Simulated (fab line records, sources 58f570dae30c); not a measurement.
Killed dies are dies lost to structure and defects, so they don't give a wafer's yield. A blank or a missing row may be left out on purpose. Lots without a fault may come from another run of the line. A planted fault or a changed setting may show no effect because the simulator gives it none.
One fault seen from 2 desks | flow berkeley_cmos170 | each desk has only its own numbers; what lay behind them comes last

THE METROLOGY DESK
What the gauges read, lot by lot, whatever tool the lot ran on: means of the sampled wafers that have a number. A lot is out of limits, marked OUT, if its mean lies more than 4 standard deviations from the usual mean; the brackets give that distance.
Columns: A = NWELL_OXIDE_THK at UCB170_NWELL_THK_MEAS_02, usual 26.5 nm; B = PWELL_OXIDE_THK at UCB170_PWELL_THK_MEAS_03, usual 26.5 nm; C = PFIELD_OVL at UCB170_PFIELD_OVL_MEAS_06, usual -1 nm
lot  | first seen here | A    | B    | C
L427 | day 1 22:14     | 25.8 | 27.1 | -1
L428 | day 2 03:31     | 26.3 | 26.1 | -2
L429 | day 2 10:41     | 26.9 | 26.1 | 4
L430 | day 2 16:06     | 26.1 | 25.9 | -4
L432 | day 3 06:16     | 26.3 | 26.3 | 2
L435 | day 3 14:47     | 26.2 | 25.5 | -1
L434 | day 3 14:47     | 25.4 | 26.4 | -1
L436 | day 3 23:08     | 27.0 | 27.2 | -5
L437 | day 3 23:08     | 26.8 | 27.4 | -5
L438 | day 4 07:50     | 27.0 | 26.9 | 0
L441 | day 4 21:35     | 26.6 | 27.0 | 1
L443 | day 5 07:13     | 26.9 | 26.7 | -1
L444 | day 5 15:28     | 26.8 | 26.5 | 1
L445 | day 5 18:22     | 26.5 | 25.6 | -3
L447 | day 6 05:03     | 25.9 | 26.0 | -0
L448 | day 6 11:35     | 27.1 | 26.6 | 1
This desk's finding: nothing out of limits on any of the 16 lots.

THE TOOL OWNER'S DESK: krf_scanner-01
The tool's own readings at UCB170_PFIELD_EXPOSE_03 (exposes mask PFIELD, target cd 1500 nm): means of the sampled wafers that have a number, for each lot that ran on this tool. A lot is out of limits, marked OUT, if its mean lies more than 4 standard deviations from the usual mean; the brackets give that distance.
Columns: A = exposure_dose_mJ_cm2 at UCB170_PFIELD_EXPOSE_03, usual 30.00
lot  | first seen here | A
L427 | day 4 06:17     | 30.02
L429 | day 4 20:27     | 29.99
L430 | day 5 00:35     | 30.06
L432 | day 5 07:36     | 30.04
L435 | day 5 18:46     | 30.00
L437 | day 6 05:37     | 30.01
L438 | day 6 16:26     | 30.03
L441 | day 7 09:34     | 35.21 (+99 or more) OUT
L443 | day 7 20:46     | 35.23 (+99 or more) OUT
L444 | day 7 20:53     | 35.24 (+99 or more) OUT
L447 | day 8 21:30     | 35.22 (+99 or more) OUT
This desk's finding: out of limits on L441, L443, L444, L447; first on L441, day 7 09:34 (exposure_dose_mJ_cm2 at UCB170_PFIELD_EXPOSE_03). In limits: L427, L429, L430, L432, L435, L437, L438.

PUT TOGETHER
The tool owner's desk could have raised an alarm at day 7 09:34, on L441, L443, L444, L447.
The metrology desk saw nothing out of limits.
The metrology desk has L441, L443, L444, L447 on record, within its limits.
Of the lots named, all ran UCB170_PFIELD_EXPOSE_03 on krf_scanner-01.

WHAT THE SIMULATOR HAD PUT IN
Process parameter drift: krf_scanner-01, from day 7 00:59 on, at UCB170_PFIELD_EXPOSE_03. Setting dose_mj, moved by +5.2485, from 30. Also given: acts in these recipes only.
Lots struck among those shown: L441, L443, L444, L447.
Hours from the fault's start to each desk's first reading out of limits: the tool owner's desk, 9.
